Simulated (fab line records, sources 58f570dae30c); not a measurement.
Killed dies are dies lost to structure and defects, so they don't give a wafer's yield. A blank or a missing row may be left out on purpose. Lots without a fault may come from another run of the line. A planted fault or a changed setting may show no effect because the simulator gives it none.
Which tool did it? | flow berkeley_cmos170 | 14 lots, 42 wafers sampled, at 6 steps of a route of 331

WHAT THE GAUGES READ, wafer by wafer
UCB170_NWELL_TW_MEAS_16.
lot  | measured    | on            | NWELL_TW
L534 | day 2 03:29 | film_metro-03 | 1241 1232 1234
L535 | day 2 12:04 | film_metro-03 | 1241 1239 1243
L537 | day 3 01:08 | film_metro-02 | 1257 1256 1258
L539 | day 3 11:48 | film_metro-02 | 1263 1261 1259
L540 | day 3 16:06 | film_metro-02 | 1265 1259 1259
L542 | day 3 19:53 | film_metro-04 | 1238 1244 1245
L543 | day 4 01:11 | film_metro-04 | 1243 1239 1243
L545 | day 4 13:28 | film_metro-04 | 1242 1242 1246
L546 | day 4 18:07 | film_metro-03 | 1250 1244 1243
L547 | day 5 03:01 | film_metro-02 | 1258 1261 1264
L550 | day 5 13:05 | film_metro-02 | 1260 1262 1259
L552 | day 6 00:17 | film_metro-02 | 1262 1265 1266
L553 | day 6 04:23 | film_metro-04 | 1235 1230 1234
L555 | day 6 12:40 | film_metro-03 | 1249 1249 1241

UCB170_FIELD_THK_MEAS_91.
lot  | measured    | on            | FIELD_OXIDE_LEFT_2_THK (nm)
L534 | day 5 03:35 | film_metro-01 | 352 344 354
L535 | day 5 13:45 | film_metro-01 | 328 321 325
L537 | day 6 02:29 | film_metro-03 | 367 362 363
L539 | day 6 13:41 | film_metro-02 | 322 331 323
L540 | day 6 13:20 | film_metro-01 | 339 346 345
L542 | day 6 14:27 | film_metro-03 | 355 350 347
L543 | day 7 02:28 | film_metro-02 | 340 333 343
L545 | day 7 20:32 | film_metro-03 | 351 347 358
L546 | day 7 20:08 | film_metro-02 | 353 345 351
L547 | day 8 04:22 | film_metro-02 | 359 364 360
L550 | day 9 03:31 | film_metro-01 | 350 344 340
L552 | day 9 08:37 | film_metro-01 | 351 352 354
L553 | day 9 09:20 | film_metro-02 | 359 361 365
L555 | day 9 20:36 | film_metro-03 | 359 350 353

UCB170_GATE_THK_MEAS_05.
lot  | measured     | on            | GATE_POLY_THK (nm)
L534 | day 5 13:26  | film_metro-01 | 212.9 212.3 212.6
L535 | day 5 23:59  | film_metro-02 | 217.3 217.3 216.5
L537 | day 6 14:15  | film_metro-01 | 215.0 214.5 215.7
L539 | day 6 22:14  | film_metro-02 | 211.4 212.8 210.5
L540 | day 6 22:14  | film_metro-04 | 216.5 213.5 211.6
L542 | day 6 22:16  | film_metro-01 | 211.5 211.4 210.8
L543 | day 7 14:46  | film_metro-01 | 215.1 213.6 215.2
L545 | day 8 06:31  | film_metro-01 | 252.3 251.3 251.4 252.3 251.1 251.5
L546 | day 8 06:30  | film_metro-02 | 249.0 250.2 250.2 249.4 250.4 250.2
L547 | day 8 17:07  | film_metro-02 | 211.7 213.4 214.3
L550 | day 9 15:35  | film_metro-02 | 212.8 212.5 212.8
L552 | day 9 19:32  | film_metro-02 | 212.9 214.9 214.9
L553 | day 9 19:37  | film_metro-02 | 215.0 215.4 215.1
L555 | day 10 04:56 | film_metro-02 | 214.1 213.6 213.7

UCB170_PSD_TW_MEAS_10.
lot  | measured     | on            | PSD_TW
L534 | day 6 04:22  | film_metro-01 | 2369 2351 2354
L535 | day 6 12:20  | film_metro-04 | 2314 2304 2302
L537 | day 7 01:04  | film_metro-03 | 2310 2330 2317
L539 | day 7 10:06  | film_metro-03 | 2329 2354 2333
L540 | day 7 09:55  | film_metro-04 | 2285 2274 2298
L542 | day 7 10:16  | film_metro-04 | 2294 2267 2285
L543 | day 8 03:17  | film_metro-03 | 2333 2333 2345
L545 | day 8 18:53  | film_metro-03 | 2329 2341 2343
L546 | day 8 18:45  | film_metro-04 | 2321 2308 2308
L547 | day 9 06:12  | film_metro-03 | 2325 2327 2325
L550 | day 10 05:05 | film_metro-03 | 2337 2340 2324
L552 | day 10 06:35 | film_metro-03 | 2336 2344 2334
L553 | day 10 06:58 | film_metro-01 | 2364 2358 2359
L555 | day 10 17:26 | film_metro-01 | 2365 2364 2357

WHICH TOOL RAN EACH LOT (tool, then ch and the chambers of the sampled wafers, then the start)
lot  | UCB170_GATE_CVD_04          | UCB170_GATE_ETCH_15
L534 | lpcvd-02 ch 1, day 5 12:02  | rie_si-02 ch 1,2, day 5 14:59
L535 | lpcvd-01 ch 1, day 5 22:34  | rie_si-02 ch 0,3, day 6 01:49
L537 | lpcvd-01 ch 1, day 6 12:51  | rie_si-01 ch 1,2, day 6 15:31
L539 | lpcvd-02 ch 0, day 6 20:50  | rie_si-02 ch 0,1,3, day 6 23:29
L540 | lpcvd-02 ch 1, day 6 20:50  | rie_si-02 ch 1,2, day 6 23:42
L542 | lpcvd-02 ch 1, day 6 20:50  | rie_si-01 ch 0,1, day 6 23:35
L543 | lpcvd-01 ch 1, day 7 13:22  | rie_si-02 ch 0,1,3, day 7 16:05
L545 | lpcvd-02 ch 1, day 8 05:06  | rie_si-01 ch 0,2, day 8 09:10
L546 | lpcvd-02 ch 0, day 8 05:06  | rie_si-02 ch 0,2,3, day 8 11:26
L547 | lpcvd-01 ch 1, day 8 15:43  | rie_si-02 ch 1,2,3, day 8 18:20
L550 | lpcvd-01 ch 0, day 9 14:10  | rie_si-02 ch 1,2, day 9 17:07
L552 | lpcvd-01 ch 1, day 9 18:08  | rie_si-01 ch 1,2,3, day 9 21:00
L553 | lpcvd-01 ch 0, day 9 18:08  | rie_si-02 ch 0,1,2, day 9 21:12
L555 | lpcvd-01 ch 0, day 10 03:31 | rie_si-02 ch 2,3, day 10 06:29
- UCB170_GATE_CVD_04: deposits poly-Si from SiH4, time 1440 s, target thk 214 nm.
- UCB170_GATE_ETCH_15: etches poly-Si in HBr/Cl2, stops on SiO2, time 56.3 s, target depth 278.2 nm.

WHAT THE TOOLS THEMSELVES READ (means of the sampled wafers that have a number; where no wafer has one, the mark that the record gives instead)
UCB170_GATE_CVD_04.
lot  | tool     | spike_tc_centre_C (C) | spike_tc_load_C (C) | susceptor_temp_C (C)
L534 | lpcvd-02 | 612.8                 | 637.1               | 610.33
L535 | lpcvd-01 | 611.7                 | 631.8               | 609.96
L537 | lpcvd-01 | 611.7                 | 631.1               | 609.92
L539 | lpcvd-02 | 613.6                 | 630.0               | 609.95
L540 | lpcvd-02 | 611.9                 | 637.3               | 610.20
L542 | lpcvd-02 | 612.1                 | 636.9               | 610.26
L543 | lpcvd-01 | 611.2                 | 631.0               | 610.06
L545 | lpcvd-02 | 618.4                 | 643.6               | 617.26
L546 | lpcvd-02 | 620.6                 | 636.6               | 616.61
L547 | lpcvd-01 | 612.2                 | 631.8               | 610.06
L550 | lpcvd-01 | 614.5                 | 629.0               | 609.75
L552 | lpcvd-01 | 612.2                 | 631.8               | 609.94
L553 | lpcvd-01 | 613.5                 | 629.8               | 609.83
L555 | lpcvd-01 | 613.3                 | 629.6               | 609.67

UCB170_GATE_ETCH_15.
lot  | tool      | HBr_flow_sccm (sccm) | drypump_motor_current_A (A) | oes_product_au (a.u.) | throttle_valve_pct (%)
L534 | rie_si-02 | 150.1                | 5.8                         | 0.823                 | 26.33
L535 | rie_si-02 | 150.3                | 5.7                         | 0.840                 | 26.42
L537 | rie_si-01 | 149.6                | 6.2                         | 0.840                 | 26.56
L539 | rie_si-02 | 149.7                | 5.7                         | 0.822                 | 26.30
L540 | rie_si-02 | 150.4                | 5.8                         | 0.831                 | 26.33
L542 | rie_si-01 | 150.1                | 5.8                         | 0.834                 | 26.57
L543 | rie_si-02 | 150.2                | 5.7                         | 0.830                 | 26.31
L545 | rie_si-01 | 149.7                | 6.2                         | 0.925                 | 26.45
L546 | rie_si-02 | 150.8                | 5.5                         | 0.909                 | 26.36
L547 | rie_si-02 | 149.9                | 5.8                         | 0.829                 | 26.45
L550 | rie_si-02 | 150.4                | 5.7                         | 0.818                 | 26.39
L552 | rie_si-01 | 149.9                | 6.0                         | 0.836                 | 26.57
L553 | rie_si-02 | 150.2                | 5.6                         | 0.816                 | 26.22
L555 | rie_si-02 | 150.1                | 5.7                         | 0.821                 | 26.52

THE ANSWER, worked out from the rows above alone
Rule: what is usual is taken from the lots themselves. Put in order of their means at a reading, lots are off if they are a third of the lots or fewer, leave a main group of 4 or more, and stand apart from it by a gap of 3 or more times the standard deviation of the main group's means; of several such gaps the widest counts. A main group whose means are all the same, to the digits that the tables above print for the reading, isn't used. A lot without any number at a reading at which 4 lots or more have one is off too. The other lots that the step has rows for count as sound. The gauges are gone through in route order, then the tools' own readings, and for those a lot's mean is taken as printed above. The first step at which some lot is off is used, and at that step the reading that is off furthest; a lot without a number counts as furthest.
Off: L545, L546, at UCB170_GATE_THK_MEAS_05 (GATE_POLY_THK). The main group: mean 213.8 nm, standard deviation 1.6.
A tool fits if, at a process step before that reading, it ran every lot that is off, and no sound lot after the first of them. The gauges at UCB170_GATE_THK_MEAS_05 aren't tried: what is off there is off at UCB170_GATE_CVD_04 too, on other tools, and a gauge's error can't cause that. One fits: lpcvd-02 at UCB170_GATE_CVD_04. Its last sound lot is L539 (day 6 20:50), its first lot that is off L545 (day 8 05:06): a fault that began between those two fits.
The tool's own readings at UCB170_GATE_CVD_04 bear it out: on the lots that are off they differ by more than 5 times the standard deviation of the sound lots' means. spike_tc_centre_C reads 619.5 C there against 612.6 C on the sound lots; susceptor_temp_C reads 616.93 C there against 609.99 C on the sound lots.

WHAT THE SIMULATOR HAD PUT IN
Process parameter drift: lpcvd-02, from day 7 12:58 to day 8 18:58, at UCB170_GATE_CVD_04. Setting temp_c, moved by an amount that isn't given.
Lots struck among those shown: L545, L546. The rule above found the same.
